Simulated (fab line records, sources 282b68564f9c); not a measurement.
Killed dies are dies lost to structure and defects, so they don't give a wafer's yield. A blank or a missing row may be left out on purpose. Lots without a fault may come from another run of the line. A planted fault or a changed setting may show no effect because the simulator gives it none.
fab line records | flow rit_cmos
record lots=14 wafers=42 last_day=8
route steps=202 shown REOX@101 M1@202
lots that met no fault: from a run of the same line without faults
start_h: hours from the record's first day to the start of the lot's first wafer shown | wait_h: hours since the lot's step before | " the same as in the row above | L1.1+2: a row that stands for several wafers | - no value, or no start given | * or withheld: withheld | < > ~ a bound
route shown NAME@n: a module of which the file shows steps, and the number in the route of the first | usual: mean/standard deviation of fault-free wafers | same: alike in all rows | chamber/n: place in a boat | sites: the reading at each site | _std_site: their standard deviation | _edge_site: outer sites' mean less inner sites' | radius_mm: how far each site lies from the wafer's centre | mask NAME#n: copy n | behind: the tool/chamber that last shaped the wafer | hold: why the lot was held/for how many hours/how that ended | device: the transistor (n, p or np) that didn't switch | end of line: the same wafers' tests at the end of the route | a step without rows: its recipe alone | killed: dies lost to structure and defects at the first sort, not the wafer's yield | map: a wafer's dies, x killed, . not, _ none there
set.NAME: the setting as run; set.NAME@STEP: as run at that earlier step | model.NAME: the simulator's own value behind a step, which no gauge read
steps of the route over a sample of lots; a table a step, a row a wafer
services: from which hour (start_h, from the record's first day; less than 0 if before it) a tool's chamber was out of use, for how many hours, and why
## steps
# step RIT_REOX_OXIDATION_03
# recipe temp_c=900 ambient=O2 target_thk_a=252 ox_time_s=5580
# usual tube_center_temp_C=900.01/0.082
# columns lot.wafer tool chamber start_h wait_h tube_center_temp_C
L720.1 furnace-01 0 44.66 3.4 899.99
L720.2 " 0 " " 900.01
L720.4 " 0 " " 900.03
L721.2 furnace-01 0 44.66 0.9 899.96
L721.4 " 0 " " 899.89
L721.6 " 0 " " 899.96
L722.4 furnace-03 0 52.91 0.0 900.03
L722.5 " 0 " " 900.1
L722.6 " 0 " " 900.01
L723.1 furnace-03 0 55.46 1.1 899.97
L723.4 " 0 " " 900.03
L723.6 " 0 " " 900.01
L724.1 furnace-01 0 62.09 0.2 899.9
L724.3 " 0 " " 900.12
L724.6 " 0 " " 899.95
L725.4 furnace-04 0 67.77 0.9 899.88
L725.5 " 0 " " 900.12
L725.6 " 0 " " 899.82
L726.1 furnace-01 0 74.69 1.1 899.88
L726.3 " 0 " " 900.04
L726.5 " 0 " " 900.03
L727.1 furnace-04 0 78.96 0.3 900.09
L727.3 " 0 " " 899.94
L727.4 " 0 " " 899.98
L728.4 furnace-03 0 86.61 0.2 900.04
L728.5 " 0 " " 900.08
L728.6 " 0 " " 900.1
L728.4 furnace-03 0 90.23 1.1 899.85
L728.5 " 0 " " 899.9
L728.6 " 0 " " 899.93
L729.3 furnace-01 0 89.30 0.0 899.94
L729.4 " 0 " " 900
L729.6 " 0 " " 899.84
L729.3 furnace-01 0 92.10 0.2 899.88
L729.4 " 0 " " 900.06
L729.6 " 0 " " 899.96
L740.3 furnace-04 0 144.13 0.1 900.04
L740.5 " 0 " " 900.04
L740.6 " 0 " " 900.07
L741.1 furnace-03 0 148.14 2.6 900.06
L741.5 " 0 " " 900.06
L741.6 " 0 " " 899.92
L742.1 furnace-01 0 163.50 3.7 899.99
L742.3 " 0 " " 899.96
L742.6 " 0 " " 900.04
L743.1 furnace-03 0 168.32 1.0 900.19
L743.2 " 0 " " 900.01
L743.3 " 0 " " 899.94
# step RIT_REOX_THK_MEAS_04
# recipe reads=SiO2_of_REOX_OXIDATION_03
# usual REOX_OXIDE_THK=25.3/0.46
# columns lot.wafer tool chamber start_h wait_h REOX_OXIDE_THK[nm]
L720.1 film_metro-02 - 47.21 0.0 25.4
L720.2 " - " " 25.6
L720.4 " - " " 25.4
L721.2 film_metro-04 - 47.22 0.0 25.9
L721.4 " - " " 26.2
L721.6 " - " " 26.2
L722.4 film_metro-02 - 55.49 0.0 24.8
L722.5 " - " " 24.4
L722.6 " - " " 25.2
L723.1 film_metro-02 - 58.01 0.0 25.3
L723.4 " - " " 25.2
L723.6 " - " " 25.1
L724.1 film_metro-04 - 64.64 0.0 25.7
L724.3 " - " " 26.1
L724.6 " - " " 25.8
L725.4 film_metro-04 - 70.35 0.0 25.3
L725.5 " - " " 25.3
L725.6 " - " " 25.2
L726.1 film_metro-02 - 77.24 0.0 25.4
L726.3 " - " " 25.4
L726.5 " - " " 25.7
L727.1 film_metro-01 - 81.51 0.0 26.1
L727.3 " - " " 25.8
L727.4 " - " " 26.1
L728.4 film_metro-02 - 92.82 0.0 41.1
L728.5 " - " " 41.4
L728.6 " - " " 41.3
L729.3 film_metro-02 - 94.77 0.1 40.1
L729.4 " - " " 39.8
L729.6 " - " " 40.0
L740.3 film_metro-02 - 146.70 0.0 25.4
L740.5 " - " " 25.5
L740.6 " - " " 25.0
L741.1 film_metro-01 - 150.69 0.0 25.3
L741.5 " - " " 25.1
L741.6 " - " " 25.3
L742.1 film_metro-04 - 166.05 0.0 25.8
L742.3 " - " " 26.4
L742.6 " - " " 26.0
L743.1 film_metro-02 - 170.87 0.0 25.2
L743.2 " - " " 24.9
L743.3 " - " " 25.5
# step RIT_M1_PROBE_99
# usual killed_at_front_end=7/3 killed_dies=7/3 killed_open=3.3/1.8 killed_short=3.3/2.2
# same gross_dies=264 killed_at_M0_to_M3=0 killed_at_M4_up=0 killed_at_back_side=0 killed_at_contacts=0 killed_at_other=0
# columns lot.wafer tool chamber start_h wait_h killed_at_front_end killed_dies killed_open killed_short
L728.4 prober-02 - 113.37 0.2 7 7 3 4
L728.5 prober-02 - 113.42 0.2 10 10 5 5
L728.6 prober-02 - 113.47 0.2 5 5 2 3
L729.3 prober-01 - 113.81 0.2 12 12 6 6
L729.4 prober-01 - 113.86 0.2 9 9 4 5
L729.6 prober-01 - 113.96 0.2 8 8 4 4
L742.1 prober-01 - 182.90 0.1 10 10 5 5
L742.3 prober-01 - 183.00 0.2 7 7 2 5
L742.6 prober-01 - 183.15 0.2 9 9 7 2
L743.1 prober-02 - 187.40 0.1 3 3 2 1
L743.2 prober-02 - 187.45 0.1 13 13 6 7
L743.3 prober-02 - 187.50 0.2 5 5 3 2
# killed by level:class
L728.4 GATE:geometric_particle:open=3 FOX1:geometric_particle:short=1 GATE:geometric_particle:short=1 SPACER:geometric_particle:short=1 SILICIDE:geometric_particle:short=1
L728.5 GATE:geometric_particle:short=3 FOX1:geometric_particle:open=1 FOX2:geometric_particle:short=1 GATE:geometric_particle:open=1 REOX:geometric_particle:open=1 SPACER:geometric_particle:open=1 SILICIDE:geometric_particle:short=1 SILICIDE:geometric_particle:open=1
L728.6 GATE:geometric_particle:short=2 GATE:geometric_particle:open=2 SPACER:geometric_particle:short=1
L729.3 REOX:geometric_particle:short=4 SILICIDE:geometric_particle:open=2 FOX1:geometric_particle:open=1 GATE:geometric_particle:open=1 GATE:geometric_particle:short=1 REOX:geometric_particle:open=1 SPACER:geometric_particle:open=1 SPACER:geometric_particle:short=1
L729.4 REOX:geometric_particle:open=2 SPACER:geometric_particle:short=2 FOX1:geometric_particle:short=1 FOX1:geometric_particle:open=1 GATE:geometric_particle:short=1 GATE:geometric_particle:open=1 SILICIDE:geometric_particle:short=1
L729.6 GATE:geometric_particle:open=2 GATE:geometric_particle:short=2 FOX1:geometric_particle:short=1 FOX1:geometric_particle:open=1 REOX:geometric_particle:open=1 SPACER:geometric_particle:short=1
L742.1 FOX1:geometric_particle:short=2 FOX1:geometric_particle:open=2 REOX:geometric_particle:short=2 FOX2:geometric_particle:open=1 REOX:geometric_particle:open=1 SPACER:geometric_particle:short=1 SILICIDE:geometric_particle:open=1
L742.3 SPACER:geometric_particle:short=3 GATE:geometric_particle:open=2 FOX1:geometric_particle:short=1 GATE:geometric_particle:short=1
L742.6 FOX1:geometric_particle:open=2 SPACER:geometric_particle:open=2 GATE:geometric_particle:open=2 FOX1:geometric_particle:short=1 GATE:geometric_particle:short=1 SILICIDE:geometric_particle:open=1
L743.1 FOX2:geometric_particle:short=1 GATE:geometric_particle:open=1 SPACER:geometric_particle:open=1
L743.2 GATE:geometric_particle:open=4 GATE:geometric_particle:short=4 SPACER:geometric_particle:short=2 SPACER:geometric_particle:open=2 SILICIDE:geometric_particle:short=1
L743.3 FOX1:geometric_particle:open=1 FOX1:geometric_particle:short=1 GATE:geometric_particle:open=1 SPACER:geometric_particle:open=1 SPACER:geometric_particle:short=1
## services
# columns tool chamber start_h hours kind
furnace-01 - 39.33 4.0 pm
furnace-04 - 42.05 3.1 pm
furnace-01 - 56.40 2.4 pm
furnace-03 - 71.81 4.4 pm
furnace-01 - 127.48 2.0 pm
furnace-01 - 140.08 20.8 pm
furnace-03 - 150.69 3.9 pm
furnace-04 - 154.77 3.1 pm
## key
first_sign step=RIT_REOX_OXIDATION_03 reading=visit direction=added
effect step=RIT_REOX_THK_MEAS_04 reading=REOX_OXIDE_THK direction=up sigmas=33 usual=25.3 struck=40.6
met_at RIT_REOX_OXIDATION_03
struck_lots L728,L729
tester_left_out L728,L729
fault kind=repeated_step_whole tool=furnace-01,furnace-03,furnace-04 chamber=- onset_h=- steps=RIT_REOX_OXIDATION_03 times=1 scope=struck_lots_only
# tester_left_out: of these lots the tester's yield and bins aren't shown, on N5 and GAA mostly nor the transistor test; their killed dies are dies lost to structure and defects alone, not to doping, threshold or leakage, so they don't give the yield
